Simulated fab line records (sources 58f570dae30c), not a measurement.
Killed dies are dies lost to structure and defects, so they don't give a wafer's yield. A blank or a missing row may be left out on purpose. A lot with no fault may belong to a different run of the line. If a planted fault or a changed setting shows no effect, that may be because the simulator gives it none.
2 desks looking at one fault / flow berkeley_cmos170 / each desk holds nothing but its own numbers, with what lay behind them at the end

== METROLOGY DESK ==
Means of the sampled wafers that have a number, per lot and without regard to the tool the lot ran on: this is what the gauges read. Marked OUT: a lot whose mean sits more than 4 standard deviations from the usual mean, which makes it out of limits; the brackets give that distance.
Columns: A = GATE_OVL at UCB170_GATE_OVL_MEAS_13, usual 5 nm
lot=L580; first seen here=day 7 03:14; A=-3
lot=L581; first seen here=day 7 09:59; A=8
lot=L586; first seen here=day 8 03:06; A=6
lot=L584; first seen here=day 8 03:44; A=1
lot=L585; first seen here=day 8 03:55; A=2
lot=L587; first seen here=day 8 13:25; A=4
lot=L591; first seen here=day 8 17:48; A=7
lot=L592; first seen here=day 8 18:05; A=0
lot=L590; first seen here=day 8 18:10; A=-1
lot=L588; first seen here=day 8 18:17; A=1
lot=L589; first seen here=day 8 18:24; A=-130 (-27) OUT
lot=L593; first seen here=day 10 01:20; A=-121 (-25) OUT
lot=L595; first seen here=day 10 04:34; A=2
lot=L598; first seen here=day 10 15:24; A=-122 (-25) OUT
lot=L600; first seen here=day 11 06:06; A=-125 (-25) OUT
lot=L603; first seen here=day 12 08:20; A=7
This desk finds L589, L593, L598, L600 out of limits, with the earliest case on L589 at day 8 18:24 (GATE_OVL at UCB170_GATE_OVL_MEAS_13). In limits: L580, L581, L586, L584, L585, L587, L591, L592, L590, L588, L595, L603.

== DESK OF THE TOOL OWNER: krf_scanner-01 ==
The tool's own readings at UCB170_GATE_EXPOSE_09 (exposes mask POLY, target cd 350 nm): means of the sampled wafers that have a number, for each lot that ran on this tool. Marked OUT: a lot whose mean sits more than 4 standard deviations from the usual mean, which makes it out of limits; the brackets give that distance.
Columns: A = exposure_dose_mJ_cm2 at UCB170_GATE_EXPOSE_09, usual 20.986
lot=L580; first seen here=day 7 02:44; A=20.970
lot=L581; first seen here=day 7 09:13; A=20.997
lot=L586; first seen here=day 8 02:25; A=20.988
lot=L584; first seen here=day 8 03:05; A=20.980
lot=L591; first seen here=day 8 17:06; A=20.981
lot=L592; first seen here=day 8 17:13; A=20.990
lot=L589; first seen here=day 8 17:47; A=21.011
lot=L593; first seen here=day 10 00:27; A=20.985
lot=L598; first seen here=day 10 14:48; A=21.016
lot=L600; first seen here=day 11 05:37; A=20.994
This desk found nothing out of limits on any of the 10 lots.

== BROUGHT TOGETHER ==
L589, L593, L598, L600 would have let the metrology desk raise an alarm at day 8 18:24.
The tool owner's desk saw nothing out of limits.
The tool owner's desk has L589, L593, L598, L600 on record, within its limits.
All the named lots went through UCB170_GATE_EXPOSE_09 on krf_scanner-01.

== WHAT THE SIMULATOR PUT IN ==
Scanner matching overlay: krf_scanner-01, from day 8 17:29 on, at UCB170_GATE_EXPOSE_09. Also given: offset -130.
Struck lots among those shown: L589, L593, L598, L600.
Time in hours between the start of the fault and the first out-of-limits reading at each desk: metrology desk, 1.
